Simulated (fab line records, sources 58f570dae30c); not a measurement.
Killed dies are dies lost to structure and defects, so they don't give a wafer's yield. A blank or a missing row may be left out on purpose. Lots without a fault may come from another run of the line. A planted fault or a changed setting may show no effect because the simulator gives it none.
Tool commonality check | flow berkeley_cmos170 | 14 lots, 42 wafers sampled

WHY IT WAS OPENED
At UCB170_NLDD_TW_MEAS_11 the reading NLDD_TW is flagged on 2 of 14 lots. Wafers without a fault read 2231, standard deviation 11.
Rule: a lot is flagged when every wafer of it that has a number lies more than 4 standard deviations from that mean, or none has a number. The other lots count as sound.

lot  | measured     | on            | NLDD_TW, wafer by wafer | flag
L729 | day 8 05:29  | film_metro-02 | 2229 2215 2222          |
L728 | day 8 06:12  | film_metro-03 | 2222 2231 2223          |
L731 | day 8 15:17  | film_metro-01 | 2251 2242 2245          |
L730 | day 8 15:49  | film_metro-03 | 2224 2223 2235          |
L736 | day 9 14:13  | film_metro-01 | 2241 2246 2223          |
L734 | day 9 14:57  | film_metro-03 | 2220 2234 2224          |
L739 | day 10 05:13 | film_metro-01 | 2240 2244 2233          |
L740 | day 10 05:38 | film_metro-03 | 2249 2237 2243          |
L744 | day 10 18:06 | film_metro-03 | 2227 2237 2245          |
L741 | day 10 18:55 | film_metro-03 | 2242 2234 2239          |
L743 | day 10 18:59 | film_metro-03 | 2328 2315 2329          | FLAGGED
L747 | day 11 09:28 | film_metro-03 | 2318 2325 2318          | FLAGGED
L748 | day 11 20:13 | film_metro-02 | 2228 2228 2232          |
L750 | day 12 09:17 | film_metro-01 | 2246 2237 2240          |
The numbers of the flagged lots are 2322 on average: +91 against the usual, or +8 standard deviations.

WHICH TOOL RAN EACH LOT
The record holds 2 process steps before the reading, out of a route of 331 steps. In each cell: the tool, then ch and the chambers that the sampled wafers went through, then the start.
lot  | flag    | UCB170_PVT_STRIP_08                  | UCB170_NLDD_IMPLANT_09
L729 |         | plasma_asher-01 ch 0,1, day 7 08:52  | implanter-04 ch 0, day 8 05:14
L728 |         | plasma_asher-01 ch 0,1, day 7 08:45  | implanter-03 ch 0, day 8 05:57
L731 |         | plasma_asher-01 ch 0,1, day 7 18:07  | implanter-03 ch 0, day 8 15:04
L730 |         | plasma_asher-03 ch 0,1, day 7 18:09  | implanter-01 ch 0, day 8 15:34
L736 |         | plasma_asher-04 ch 0,1, day 8 15:44  | implanter-03 ch 0, day 9 13:58
L734 |         | plasma_asher-03 ch 0,1, day 8 09:46  | implanter-04 ch 0, day 9 14:43
L739 |         | plasma_asher-01 ch 0,1, day 9 12:38  | implanter-03 ch 0, day 10 04:59
L740 |         | plasma_asher-03 ch 0,1, day 9 12:55  | implanter-01 ch 0, day 10 05:23
L744 |         | plasma_asher-04 ch 0,1, day 9 18:38  | implanter-01 ch 0, day 10 17:51
L741 |         | plasma_asher-01 ch 0,1, day 9 19:08  | implanter-04 ch 0, day 10 18:34
L743 | FLAGGED | plasma_asher-03 ch 0,1, day 9 18:43  | implanter-01 ch 0, day 10 18:44
L747 | FLAGGED | plasma_asher-03 ch 0,1, day 10 11:06 | implanter-01 ch 0, day 11 09:13
L748 |         | plasma_asher-03 ch 0,1, day 11 04:26 | implanter-04 ch 0, day 11 19:59
L750 |         | plasma_asher-03 ch 0,1, day 11 12:20 | implanter-04 ch 0, day 12 09:03
What these steps do:
- UCB170_PVT_STRIP_08: strips in O2.
- UCB170_NLDD_IMPLANT_09
- UCB170_NLDD_TW_MEAS_11

FLAGGED OVER TOTAL, TOOL BY TOOL (the gauges that took the reading come last)
step                   | tool            | lots run | flagged | share of the flagged lots | sound lots run after its first flagged lot
UCB170_PVT_STRIP_08    | plasma_asher-01 | 5        | 0       | none                      | -
UCB170_PVT_STRIP_08    | plasma_asher-03 | 7        | 2       | all                       | 2 (L748,L750)
UCB170_PVT_STRIP_08    | plasma_asher-04 | 2        | 0       | none                      | -
UCB170_NLDD_IMPLANT_09 | implanter-01    | 5        | 2       | all                       | 0
UCB170_NLDD_IMPLANT_09 | implanter-03    | 4        | 0       | none                      | -
UCB170_NLDD_IMPLANT_09 | implanter-04    | 5        | 0       | none                      | -
UCB170_NLDD_TW_MEAS_11 | film_metro-01   | 4        | 0       | none                      | -
UCB170_NLDD_TW_MEAS_11 | film_metro-02   | 2        | 0       | none                      | -
UCB170_NLDD_TW_MEAS_11 | film_metro-03   | 8        | 2       | all                       | 0

WHAT THE TABLE ALLOWS
3 rows of the table ran every flagged lot: plasma_asher-03 at UCB170_PVT_STRIP_08, implanter-01 at UCB170_NLDD_IMPLANT_09, film_metro-03 at UCB170_NLDD_TW_MEAS_11.
- plasma_asher-03 at UCB170_PVT_STRIP_08: 2 of its 7 lots flagged. Sound lots ran on it after the first flagged one (L748, L750), which a lasting fault on the whole tool wouldn't allow.
- implanter-01 at UCB170_NLDD_IMPLANT_09: 2 of its 5 lots flagged. Its last sound lot is L744 (day 10 17:51), its first flagged lot L743 (day 10 18:44): a fault that began between those two fits. Its own readings lie more than 4 standard deviations out on every wafer of the flagged lots: beam_energy_keV.
- film_metro-03 at UCB170_NLDD_TW_MEAS_11: 2 of its 8 lots flagged. Its last sound lot is L741 (day 10 18:55), its first flagged lot L743 (day 10 18:59): a fault that began between those two fits.
Counting lots can't tell these 2 tools apart, because each fits a fault that began at some hour. More lots, or a look at what each step does to the wafer, might.

WHAT THE SIMULATOR HAD PUT IN
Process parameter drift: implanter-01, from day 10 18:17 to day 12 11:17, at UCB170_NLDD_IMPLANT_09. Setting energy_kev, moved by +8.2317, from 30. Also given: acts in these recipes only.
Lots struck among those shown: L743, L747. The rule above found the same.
